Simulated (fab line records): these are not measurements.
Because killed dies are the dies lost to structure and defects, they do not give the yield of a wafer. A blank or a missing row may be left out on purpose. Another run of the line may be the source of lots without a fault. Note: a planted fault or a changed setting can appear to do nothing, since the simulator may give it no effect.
Split-lot experiment / flow rit-cmos / route with 202 steps; 5 lots, 23 wafers read

== ABOUT THE SPLIT ==
At RIT_NWELL_COAT_01 (resist thk 1300 nm), the setting spin-rpm was moved away from the recipe's 2000 rpm on 9 of the 23 wafers read, by -6.3% to +2.4%. The other wafers ran this setting at the recipe's value.

Reading taken at the split's own step.

== THE READING ==
NOVOLAK_of_NWELL_COAT_01.thk-nm (the simulator's own value, which no gauge read), in nm, at RIT_NWELL_COAT_01 (resist thk 1300 nm). The file gives no usual value for it. Here, 14 wafers ran the recipe; their average is 1306 nm with a standard deviation of 2.3 nm.

wafer=L074.1; tool, chamber at the split=litho-track-01, 0; spin-rpm as run, rpm=2000; against the recipe=recipe; NOVOLAK_of_NWELL_COAT_01.thk-nm, nm=1306; against lot-mates on the recipe=-
wafer=L074.2; tool, chamber at the split=litho-track-01, 0; spin-rpm as run, rpm=1873; against the recipe=-6.3%; NOVOLAK_of_NWELL_COAT_01.thk-nm, nm=1355; against lot-mates on the recipe=+50
wafer=L074.3; tool, chamber at the split=litho-track-01, 0; spin-rpm as run, rpm=2000; against the recipe=recipe; NOVOLAK_of_NWELL_COAT_01.thk-nm, nm=1307; against lot-mates on the recipe=-
wafer=L074.5; tool, chamber at the split=litho-track-01, 0; spin-rpm as run, rpm=2000; against the recipe=recipe; NOVOLAK_of_NWELL_COAT_01.thk-nm, nm=1303; against lot-mates on the recipe=-
wafer=L074.6; tool, chamber at the split=litho-track-01, 0; spin-rpm as run, rpm=1873; against the recipe=-6.3%; NOVOLAK_of_NWELL_COAT_01.thk-nm, nm=1348; against lot-mates on the recipe=+43
wafer=L076.1; tool, chamber at the split=litho-track-03, 0; spin-rpm as run, rpm=2000; against the recipe=recipe; NOVOLAK_of_NWELL_COAT_01.thk-nm, nm=1309; against lot-mates on the recipe=-
wafer=L076.6; tool, chamber at the split=litho-track-03, 0; spin-rpm as run, rpm=2000; against the recipe=recipe; NOVOLAK_of_NWELL_COAT_01.thk-nm, nm=1309; against lot-mates on the recipe=-
wafer=L076.2; tool, chamber at the split=litho-track-03, 0; spin-rpm as run, rpm=2000; against the recipe=recipe; NOVOLAK_of_NWELL_COAT_01.thk-nm, nm=1308; against lot-mates on the recipe=-
wafer=L079.1; tool, chamber at the split=litho-track-03, 0; spin-rpm as run, rpm=1873; against the recipe=-6.3%; NOVOLAK_of_NWELL_COAT_01.thk-nm, nm=1351; against lot-mates on the recipe=+46
wafer=L079.2; tool, chamber at the split=litho-track-03, 0; spin-rpm as run, rpm=2000; against the recipe=recipe; NOVOLAK_of_NWELL_COAT_01.thk-nm, nm=1303; against lot-mates on the recipe=-
wafer=L079.3; tool, chamber at the split=litho-track-03, 0; spin-rpm as run, rpm=1873; against the recipe=-6.3%; NOVOLAK_of_NWELL_COAT_01.thk-nm, nm=1345; against lot-mates on the recipe=+40
wafer=L079.4; tool, chamber at the split=litho-track-03, 0; spin-rpm as run, rpm=2000; against the recipe=recipe; NOVOLAK_of_NWELL_COAT_01.thk-nm, nm=1308; against lot-mates on the recipe=-
wafer=L079.6; tool, chamber at the split=litho-track-03, 0; spin-rpm as run, rpm=1873; against the recipe=-6.3%; NOVOLAK_of_NWELL_COAT_01.thk-nm, nm=1348; against lot-mates on the recipe=+42
wafer=L080.2; tool, chamber at the split=litho-track-02, 0; spin-rpm as run, rpm=2048; against the recipe=+2.4%; NOVOLAK_of_NWELL_COAT_01.thk-nm, nm=1291; against lot-mates on the recipe=-12
wafer=L080.3; tool, chamber at the split=litho-track-02, 0; spin-rpm as run, rpm=2000; against the recipe=recipe; NOVOLAK_of_NWELL_COAT_01.thk-nm, nm=1305; against lot-mates on the recipe=-
wafer=L080.4; tool, chamber at the split=litho-track-02, 0; spin-rpm as run, rpm=2048; against the recipe=+2.4%; NOVOLAK_of_NWELL_COAT_01.thk-nm, nm=1288; against lot-mates on the recipe=-15
wafer=L080.5; tool, chamber at the split=litho-track-02, 0; spin-rpm as run, rpm=2000; against the recipe=recipe; NOVOLAK_of_NWELL_COAT_01.thk-nm, nm=1303; against lot-mates on the recipe=-
wafer=L080.6; tool, chamber at the split=litho-track-02, 0; spin-rpm as run, rpm=2000; against the recipe=recipe; NOVOLAK_of_NWELL_COAT_01.thk-nm, nm=1302; against lot-mates on the recipe=-
wafer=L083.1; tool, chamber at the split=litho-track-02, 0; spin-rpm as run, rpm=2000; against the recipe=recipe; NOVOLAK_of_NWELL_COAT_01.thk-nm, nm=1305; against lot-mates on the recipe=-
wafer=L083.3; tool, chamber at the split=litho-track-02, 0; spin-rpm as run, rpm=2000; against the recipe=recipe; NOVOLAK_of_NWELL_COAT_01.thk-nm, nm=1305; against lot-mates on the recipe=-
wafer=L083.2; tool, chamber at the split=litho-track-02, 0; spin-rpm as run, rpm=1879; against the recipe=-6.0%; NOVOLAK_of_NWELL_COAT_01.thk-nm, nm=1344; against lot-mates on the recipe=+39
wafer=L083.4; tool, chamber at the split=litho-track-02, 0; spin-rpm as run, rpm=2000; against the recipe=recipe; NOVOLAK_of_NWELL_COAT_01.thk-nm, nm=1306; against lot-mates on the recipe=-
wafer=L083.6; tool, chamber at the split=litho-track-02, 0; spin-rpm as run, rpm=1879; against the recipe=-6.0%; NOVOLAK_of_NWELL_COAT_01.thk-nm, nm=1342; against lot-mates on the recipe=+37

FIT RESULTS
A straight line over all 23 wafers: NOVOLAK_of_NWELL_COAT_01.thk-nm changes by -6.7 nm for each +1% of spin-rpm; r = -0.99; the points scatter about the line by 2.8 nm.
The same after taking each lot's own level away (the mean of its wafers on the recipe; 23 wafers): -6.65 nm for each +1%; r = -0.99; scatter 2.5 nm.
Per that fit: largest spin-rpm move, reading shift of 42 nm.
The lots' own levels span 1303.3 to 1308.7 nm, that is 2.4 times the standard deviation above.
Hence the lot-to-lot level has little effect on the slope; both slopes agree.
Check: for one of the wafers moved furthest among these (-6.3%), held out of the fit, the line's prediction against its lot-mates is +41.4 nm. It came out at +49.7 nm against them.

== OTHER SPLITS ON THESE WAFERS ==
These wafers also went through other splits before the reading. Each is held against what the fit with the lots' levels taken away leaves over:
other split on the same wafers=RIT_ACTIVE_CVD_03 temp-c; wafers away from the commonest value=5; r with NOVOLAK_of_NWELL_COAT_01.thk-nm (lot level and that fit taken away)=+0.04
other split on the same wafers=RIT_ACTIVE_DEVELOP_10 dev-temp-c; wafers away from the commonest value=10; r with NOVOLAK_of_NWELL_COAT_01.thk-nm (lot level and that fit taken away)=-0.09

== THE FILE'S OWN FIT ==
NOVOLAK_of_NWELL_COAT_01.thk-nm changes by -6.69 nm for each +1% of spin-rpm, r = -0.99.
